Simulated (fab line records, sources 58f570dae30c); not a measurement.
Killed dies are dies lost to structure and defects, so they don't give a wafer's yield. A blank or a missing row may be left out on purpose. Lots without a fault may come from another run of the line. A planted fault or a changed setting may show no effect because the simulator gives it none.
Split-lot experiment | flow berkeley_cmos170 | 5 lots, 23 wafers read, on a route of 331 steps

THE SPLIT
At UCB170_V2_COAT_07 (resist thk 900 nm), the setting resist_thk_nm was moved away from the recipe's 900 nm on 5 of the 23 wafers read, by -2.9% to +2.0%. The other wafers ran this setting at the recipe's value.

The reading is taken at the split's own step.

THE READING
KrF_of_V2_COAT_07.thk_nm (the simulator's own value, which no gauge read), in nm, at UCB170_V2_COAT_07 (resist thk 900 nm). The file gives no usual value for it. The 18 wafers here that ran the recipe average 900.5 nm, standard deviation 3.2 nm.

wafer  | tool, chamber at the split | resist_thk_nm as run, nm | against the recipe | KrF_of_V2_COAT_07.thk_nm, nm | against lot-mates on the recipe
L074.2 | litho_track-04, 0          | 900                      | recipe             | 902.8                        | -
L074.3 | litho_track-04, 0          | 900                      | recipe             | 901.9                        | -
L074.4 | litho_track-04, 0          | 900                      | recipe             | 903.1                        | -
L074.5 | litho_track-04, 0          | 900                      | recipe             | 903.4                        | -
L074.6 | litho_track-04, 0          | 900                      | recipe             | 901.6                        | -
L078.2 | litho_track-03, 0          | 900                      | recipe             | 904.3                        | -
L078.3 | litho_track-03, 0          | 900                      | recipe             | 904.6                        | -
L078.4 | litho_track-03, 0          | 900                      | recipe             | 905.6                        | -
L076.2 | litho_track-02, 0          | 900                      | recipe             | 896.6                        | -
L076.3 | litho_track-02, 0          | 900                      | recipe             | 897.6                        | -
L076.4 | litho_track-02, 0          | 900                      | recipe             | 894.2                        | -
L076.5 | litho_track-02, 0          | 900                      | recipe             | 897.5                        | -
L076.6 | litho_track-02, 0          | 900                      | recipe             | 895.6                        | -
L075.1 | litho_track-02, 0          | 900                      | recipe             | 898.8                        | -
L075.2 | litho_track-02, 0          | 918.2                    | +2.0%              | 919.8                        | +19.4
L075.3 | litho_track-02, 0          | 918.2                    | +2.0%              | 918.7                        | +18.3
L075.4 | litho_track-02, 0          | 918.2                    | +2.0%              | 919.1                        | +18.7
L075.5 | litho_track-02, 0          | 900                      | recipe             | 902                          | -
L085.1 | litho_track-02, 0          | 874                      | -2.9%              | 874.8                        | -24.9
L085.3 | litho_track-02, 0          | 900                      | recipe             | 900.1                        | -
L085.4 | litho_track-02, 0          | 874                      | -2.9%              | 875.5                        | -24.2
L085.5 | litho_track-02, 0          | 900                      | recipe             | 899.7                        | -
L085.6 | litho_track-02, 0          | 900                      | recipe             | 899.4                        | -

THE FIT
A straight line over all 23 wafers: KrF_of_V2_COAT_07.thk_nm changes by +8.97 nm for each +1% of resist_thk_nm; r = +0.96; the points scatter about the line by 3 nm.
The same after taking each lot's own level away (the mean of its wafers on the recipe; 23 wafers): +8.84 nm for each +1%; r = +1.00; scatter 1 nm.
On that fit, the largest move of resist_thk_nm shifts the reading by 26 nm.
The lots' own levels span 896.30 to 904.83 nm, that is 2.7 times the standard deviation above.
So the lot-to-lot level changes the slope little: the two slopes agree.
Check: with one of the wafers moved furthest among these (-2.9%) left out of the fit, the line predicts -25.5 nm for it against its lot-mates. It came out at -24.9 nm against them.

OTHER SPLITS ON THESE WAFERS
These wafers also went through other splits before the reading. Each is held against what the fit with the lots' levels taken away leaves over:
other split on the same wafers  | wafers away from the commonest value | r with KrF_of_V2_COAT_07.thk_nm (lot level and that fit taken away)
UCB170_M2_COAT_05 resist_thk_nm | 12                                   | -0.14

THE FILE'S OWN FIT
KrF_of_V2_COAT_07.thk_nm changes by +8.77 nm for each +1% of resist_thk_nm, r = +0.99.
